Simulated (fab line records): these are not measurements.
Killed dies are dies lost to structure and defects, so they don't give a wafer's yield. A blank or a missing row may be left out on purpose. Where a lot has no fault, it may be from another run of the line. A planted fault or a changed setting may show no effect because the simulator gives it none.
Split-lot study	flow ritCmos	23 wafers read from 5 lots, route of 202 steps

## SPLIT DETAILS
At RIT_SILICIDE_SPUTTER_01 (material Ti, target thk 30 nm, time 240 s), the setting powerW was moved away from the recipe's 350 W on 8 of the 23 wafers read, by +4.8% to +11.9%. This setting was run at the recipe's value on the other wafers.

## FROM THE SPLIT ON TO THE READING: in between, the file shows 1 step
- RIT_SILICIDE_RS_MEAS_02: measures by four-point-probe

## THE READING
SILICIDE_TI_THK, in nm, at RIT_SILICIDE_THK_MEAS_03 (measures by xrf). Fault-free wafers of this fab line usually give 30.2 nm, standard deviation 0.34 nm.

wafer	tool, chamber at the split	powerW as run, W	against the recipe	SILICIDE_TI_THK, nm	against lot-mates on the recipe
L075.2	pvdSputter-02, -	350	recipe	30.5	-
L075.3	pvdSputter-02, -	350	recipe	30.5	-
L075.5	pvdSputter-02, -	350	recipe	30.3	-
L077.1	pvdSputter-02, -	350	recipe	30.3	-
L077.2	pvdSputter-02, -	350	recipe	30.6	-
L077.3	pvdSputter-02, -	374.8	+7.1%	32.9	+2.3
L077.4	pvdSputter-02, -	350	recipe	30.8	-
L077.6	pvdSputter-02, -	374.8	+7.1%	32.6	+2.0
L080.1	pvdSputter-03, -	366.8	+4.8%	31.6	+1.6
L080.2	pvdSputter-03, -	366.8	+4.8%	31.3	+1.2
L080.3	pvdSputter-03, -	350	recipe	30.3	-
L080.4	pvdSputter-03, -	350	recipe	29.8	-
L080.5	pvdSputter-03, -	366.8	+4.8%	31.5	+1.4
L083.1	pvdSputter-02, -	350	recipe	29.5	-
L083.2	pvdSputter-02, -	350	recipe	29.8	-
L083.4	pvdSputter-02, -	350	recipe	29.7	-
L083.5	pvdSputter-02, -	350	recipe	29.7	-
L083.6	pvdSputter-02, -	350	recipe	30.3	-
L084.1	pvdSputter-03, -	391.7	+11.9%	34.1	+3.8
L084.2	pvdSputter-03, -	391.7	+11.9%	33.4	+3.1
L084.4	pvdSputter-03, -	350	recipe	30.6	-
L084.5	pvdSputter-03, -	350	recipe	30.0	-
L084.6	pvdSputter-03, -	391.7	+11.9%	34.1	+3.8

FIT RESULTS
A straight line over all 23 wafers: SILICIDE_TI_THK changes by +0.314 nm for each +1% of powerW; r = +0.96; the points scatter about the line by 0.38 nm.
The same after taking each lot's own level away (the mean of its wafers on the recipe; 23 wafers): +0.3 nm for each +1%; r = +0.98; scatter 0.24 nm.
Per that fit: largest powerW move, reading shift of 3.6 nm.
From 29.80 to 30.57 nm: that is the span of the lots' own levels, equal to 2.3 times the standard deviation above.
The two slopes are in agreement: the lot-to-lot level therefore moves the slope only a little.
Check: for one of the wafers moved furthest among these (+11.9%), held out of the fit, the line's prediction against its lot-mates is +3.51 nm. Against them it came out at +3.8 nm.

## THE WHOLE CHAIN: every reading that the file lists as answering this split, in the file's order
step	what it does	reading	change (the file's fit)	r (the file's)
RIT_SILICIDE_SPUTTER_01	material Ti, target thk 30 nm, time 240 s	Ti_of_SILICIDE_SPUTTER_01.thkNm (the simulator's own value, which no gauge read)	+0.299 nm for each +1% of the setting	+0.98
RIT_SILICIDE_RS_MEAS_02	measures by four-point-probe	SILICIDE_TI_RS	-0.537 for each +1% of the setting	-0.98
RIT_SILICIDE_THK_MEAS_03	measures by xrf	SILICIDE_TI_THK	+0.302 for each +1% of the setting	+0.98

## THE FILE'S OWN FIT
SILICIDE_TI_THK changes by +0.302 nm for each +1% of powerW, r = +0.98.
